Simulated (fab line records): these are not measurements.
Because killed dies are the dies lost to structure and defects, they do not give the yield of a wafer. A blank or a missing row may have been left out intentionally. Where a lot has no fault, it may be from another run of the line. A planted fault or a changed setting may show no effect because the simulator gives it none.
Split-lot experiment :: flow berkeley_cmos170 :: 23 wafers read across 5 lots, on a route 331 steps long

## ABOUT THE SPLIT
At UCB170_SPACER_CVD_00 (deposits SiO2 from TEOS/O2, target thk 376 nm, time 47 s), the setting rf_w was moved away from the recipe's 550 W on 11 of the 23 wafers read, by -8.5% to +7.6%. All remaining wafers had this setting at the recipe value.

The file shows no step between the split and the reading.

## THE READING
Values of SPACER_TEOS_THK in nm from UCB170_SPACER_THK_MEAS_01. Typical for fault-free wafers on this fab line: 374 nm, with standard deviation 4.7 nm.

wafer: L076.1
tool, chamber at the split: pecvd-03, 1,2,0
rf_w as run, W: 503
against the recipe: -8.5%
SPACER_TEOS_THK, nm: 356
against lot-mates on the recipe: -17

wafer: L076.2
tool, chamber at the split: pecvd-03, 1,2,0
rf_w as run, W: 503
against the recipe: -8.5%
SPACER_TEOS_THK, nm: 360
against lot-mates on the recipe: -13

wafer: L076.3
tool, chamber at the split: pecvd-03, 0,2
rf_w as run, W: 550
against the recipe: recipe
SPACER_TEOS_THK, nm: 371
against lot-mates on the recipe: -

wafer: L076.4
tool, chamber at the split: pecvd-03, 1,2,0
rf_w as run, W: 503
against the recipe: -8.5%
SPACER_TEOS_THK, nm: 363
against lot-mates on the recipe: -10

wafer: L076.6
tool, chamber at the split: pecvd-03, 0,2
rf_w as run, W: 550
against the recipe: recipe
SPACER_TEOS_THK, nm: 375
against lot-mates on the recipe: -

wafer: L075.4
tool, chamber at the split: pecvd-04, 1,0,1
rf_w as run, W: 550
against the recipe: recipe
SPACER_TEOS_THK, nm: 378
against lot-mates on the recipe: -

wafer: L075.5
tool, chamber at the split: pecvd-04, 1,0,1
rf_w as run, W: 550
against the recipe: recipe
SPACER_TEOS_THK, nm: 381
against lot-mates on the recipe: -

wafer: L075.6
tool, chamber at the split: pecvd-04, 1,0,1
rf_w as run, W: 550
against the recipe: recipe
SPACER_TEOS_THK, nm: 377
against lot-mates on the recipe: -

wafer: L079.1
tool, chamber at the split: pecvd-02, 0,2
rf_w as run, W: 550
against the recipe: recipe
SPACER_TEOS_THK, nm: 372
against lot-mates on the recipe: -

wafer: L079.2
tool, chamber at the split: pecvd-02, 0,2
rf_w as run, W: 550
against the recipe: recipe
SPACER_TEOS_THK, nm: 371
against lot-mates on the recipe: -

wafer: L079.3
tool, chamber at the split: pecvd-02, 1,0,1
rf_w as run, W: 572.3
against the recipe: +4.1%
SPACER_TEOS_THK, nm: 374
against lot-mates on the recipe: +2

wafer: L079.5
tool, chamber at the split: pecvd-02, 1,0,1
rf_w as run, W: 572.3
against the recipe: +4.1%
SPACER_TEOS_THK, nm: 382
against lot-mates on the recipe: +10

wafer: L079.6
tool, chamber at the split: pecvd-02, 1,0,1
rf_w as run, W: 572.3
against the recipe: +4.1%
SPACER_TEOS_THK, nm: 382
against lot-mates on the recipe: +10

wafer: L083.1
tool, chamber at the split: pecvd-04, 0,1
rf_w as run, W: 505
against the recipe: -8.2%
SPACER_TEOS_THK, nm: 362
against lot-mates on the recipe: -10

wafer: L083.2
tool, chamber at the split: pecvd-04, 0,1
rf_w as run, W: 505
against the recipe: -8.2%
SPACER_TEOS_THK, nm: 364
against lot-mates on the recipe: -8

wafer: L083.3
tool, chamber at the split: pecvd-04, 2,2,0
rf_w as run, W: 550
against the recipe: recipe
SPACER_TEOS_THK, nm: 366
against lot-mates on the recipe: -

wafer: L083.5
tool, chamber at the split: pecvd-04, 2,2,0
rf_w as run, W: 550
against the recipe: recipe
SPACER_TEOS_THK, nm: 374
against lot-mates on the recipe: -

wafer: L083.6
tool, chamber at the split: pecvd-04, 2,2,0
rf_w as run, W: 550
against the recipe: recipe
SPACER_TEOS_THK, nm: 377
against lot-mates on the recipe: -

wafer: L085.1
tool, chamber at the split: pecvd-02, 0,1,1
rf_w as run, W: 591.8
against the recipe: +7.6%
SPACER_TEOS_THK, nm: 375
against lot-mates on the recipe: +12

wafer: L085.2
tool, chamber at the split: pecvd-02, 2,0
rf_w as run, W: 550
against the recipe: recipe
SPACER_TEOS_THK, nm: 358
against lot-mates on the recipe: -

wafer: L085.3
tool, chamber at the split: pecvd-02, 0,1,1
rf_w as run, W: 591.8
against the recipe: +7.6%
SPACER_TEOS_THK, nm: 378
against lot-mates on the recipe: +14

wafer: L085.4
tool, chamber at the split: pecvd-02, 2,0
rf_w as run, W: 550
against the recipe: recipe
SPACER_TEOS_THK, nm: 369
against lot-mates on the recipe: -

wafer: L085.6
tool, chamber at the split: pecvd-02, 0,1,1
rf_w as run, W: 591.8
against the recipe: +7.6%
SPACER_TEOS_THK, nm: 380
against lot-mates on the recipe: +16
Where a row lists several chambers, the file gives one row for several wafers and doesn't say which wafer went through which chamber.

FIT RESULTS
A straight line over all 23 wafers: SPACER_TEOS_THK changes by +1.18 nm for each +1% of rf_w; r = +0.76; the points scatter about the line by 5.2 nm.
The same after taking each lot's own level away (the mean of its wafers on the recipe; 23 wafers): +1.6 nm for each +1%; r = +0.92; scatter 3.5 nm.
The reading moves by 14 nm for the largest change in rf_w, on that fit.
Across the lots, their own levels run from 363.5 to 378.7 nm, a range of 3.2 times the standard deviation given above.
So the lot-to-lot level blurs the effect unless lot-mates are compared.
Check: with one of the wafers moved furthest among these (-8.5%) left out of the fit, the line predicts -12 nm for it against its lot-mates. Against them it came out at -17 nm.

## THESE WAFERS: OTHER SPLITS
Other splits were also applied to these wafers ahead of the reading. Each is held against what the fit with the lots' levels taken away leaves over:
other split on the same wafers: UCB170_START_OXIDATION_02 temp_c
wafers away from the commonest value: 10
r with SPACER_TEOS_THK (lot level and that fit taken away): -0.11

other split on the same wafers: UCB170_FIELD_OXIDATION_01 temp_c
wafers away from the commonest value: 10
r with SPACER_TEOS_THK (lot level and that fit taken away): +0.02

other split on the same wafers: UCB170_SACOX_OXIDATION_01 temp_c
wafers away from the commonest value: 10
r with SPACER_TEOS_THK (lot level and that fit taken away): -0.15

other split on the same wafers: UCB170_PVT_SOFTBAKE_02 time_s
wafers away from the commonest value: 9
r with SPACER_TEOS_THK (lot level and that fit taken away): -0.14

## FILE'S OWN FIT
SPACER_TEOS_THK changes by +1.54 nm for each +1% of rf_w, r = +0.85.
